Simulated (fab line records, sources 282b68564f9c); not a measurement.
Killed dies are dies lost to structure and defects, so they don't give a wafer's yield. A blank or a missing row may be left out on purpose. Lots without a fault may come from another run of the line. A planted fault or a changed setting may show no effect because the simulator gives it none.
Tool commonality check | flow rit_cmos | 14 lots, 42 wafers sampled

WHY IT WAS OPENED
At RIT_M1_RS_MEAS_01 the reading M1_AL_RS is flagged on 3 of 14 lots. Wafers without a fault read 0.0734 ohm/sq, standard deviation 0.0011.
Rule: a lot is flagged when every wafer of it that has a number lies more than 4 standard deviations from that mean, or none has a number. The other lots count as sound.

lot  | measured    | on            | M1_AL_RS (ohm/sq), wafer by wafer | flag
L506 | day 3 11:10 | film_metro-02 | 0.0727 0.0749 0.0741              |
L507 | day 3 20:19 | film_metro-03 | 0.0732 0.0725 0.0721              |
L508 | day 3 21:43 | film_metro-01 | 0.0737 0.0722 0.0742              |
L509 | day 4 01:42 | film_metro-02 | 0.0740 0.0734 0.0737              |
L510 | day 4 09:53 | film_metro-03 | 0.0722 0.0741 0.0745              |
L513 | day 4 23:28 | film_metro-01 | 0.0727 0.0717 0.0726              |
L514 | day 5 02:39 | film_metro-03 | 0.0743 0.0726 0.0732              |
L517 | day 5 20:13 | film_metro-03 | 0.0726 0.0722 0.0723              |
L518 | day 5 23:26 | film_metro-02 | 0.0728 0.0756 0.0747              |
L519 | day 6 05:29 | film_metro-02 | 0.0729 0.0711 0.0724              |
L522 | day 6 17:00 | film_metro-02 | 0.0655 0.0666 0.0650              | FLAGGED
L524 | day 7 06:18 | film_metro-03 | 0.0659 0.0656 0.0657              | FLAGGED
L526 | day 7 14:20 | film_metro-01 | 0.0666 0.0655 0.0661              | FLAGGED
L527 | day 7 20:10 | film_metro-01 | 0.0740 0.0740 0.0741              |
The numbers of the flagged lots are 0.0658 ohm/sq on average: -0.0076 ohm/sq against the usual, or -7 standard deviations.

WHICH TOOL RAN EACH LOT
The record holds 1 process step before the reading, out of a route of 202 steps. In each cell: the tool, then ch and the chambers that the sampled wafers went through, then the start.
lot  | flag    | RIT_M1_SPUTTER_00
L506 |         | pvd_sputter-02, day 3 10:52
L507 |         | pvd_sputter-04, day 3 20:01
L508 |         | pvd_sputter-02, day 3 21:25
L509 |         | pvd_sputter-03, day 4 01:25
L510 |         | pvd_sputter-02, day 4 09:36
L513 |         | pvd_sputter-03, day 4 23:11
L514 |         | pvd_sputter-02, day 5 02:19
L517 |         | pvd_sputter-04, day 5 19:53
L518 |         | pvd_sputter-02, day 5 23:08
L519 |         | pvd_sputter-04, day 6 05:09
L522 | FLAGGED | pvd_sputter-02, day 6 16:40
L524 | FLAGGED | pvd_sputter-02, day 7 06:01
L526 | FLAGGED | pvd_sputter-02, day 7 14:02
L527 |         | pvd_sputter-03, day 7 19:51
What these steps do:
- RIT_M1_SPUTTER_00: material Al, target thk 400 nm, time 500 s.
- RIT_M1_RS_MEAS_01: measures by four-point-probe.

FLAGGED OVER TOTAL, TOOL BY TOOL (the gauges that took the reading come last)
step              | tool           | lots run | flagged | share of the flagged lots | sound lots run after its first flagged lot
RIT_M1_SPUTTER_00 | pvd_sputter-02 | 8        | 3       | all                       | 0
RIT_M1_SPUTTER_00 | pvd_sputter-03 | 3        | 0       | none                      | -
RIT_M1_SPUTTER_00 | pvd_sputter-04 | 3        | 0       | none                      | -
RIT_M1_RS_MEAS_01 | film_metro-01  | 4        | 1       | some                      | 1 (L527)
RIT_M1_RS_MEAS_01 | film_metro-02  | 5        | 1       | some                      | 0
RIT_M1_RS_MEAS_01 | film_metro-03  | 5        | 1       | some                      | 0

WHAT THE TABLE ALLOWS
1 row of the table ran every flagged lot: pvd_sputter-02 at RIT_M1_SPUTTER_00.
- pvd_sputter-02 at RIT_M1_SPUTTER_00: 3 of its 8 lots flagged. Its last sound lot is L518 (day 5 23:08), its first flagged lot L522 (day 6 16:40): a fault that began between those two fits.
One tool is left: pvd_sputter-02 at RIT_M1_SPUTTER_00.

WHAT THE SIMULATOR HAD PUT IN
Process parameter drift: pvd_sputter-02, from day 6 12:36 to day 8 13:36, at RIT_M1_SPUTTER_00. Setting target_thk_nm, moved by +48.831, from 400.
Lots struck among those shown: L522, L524, L526. The rule above found the same.
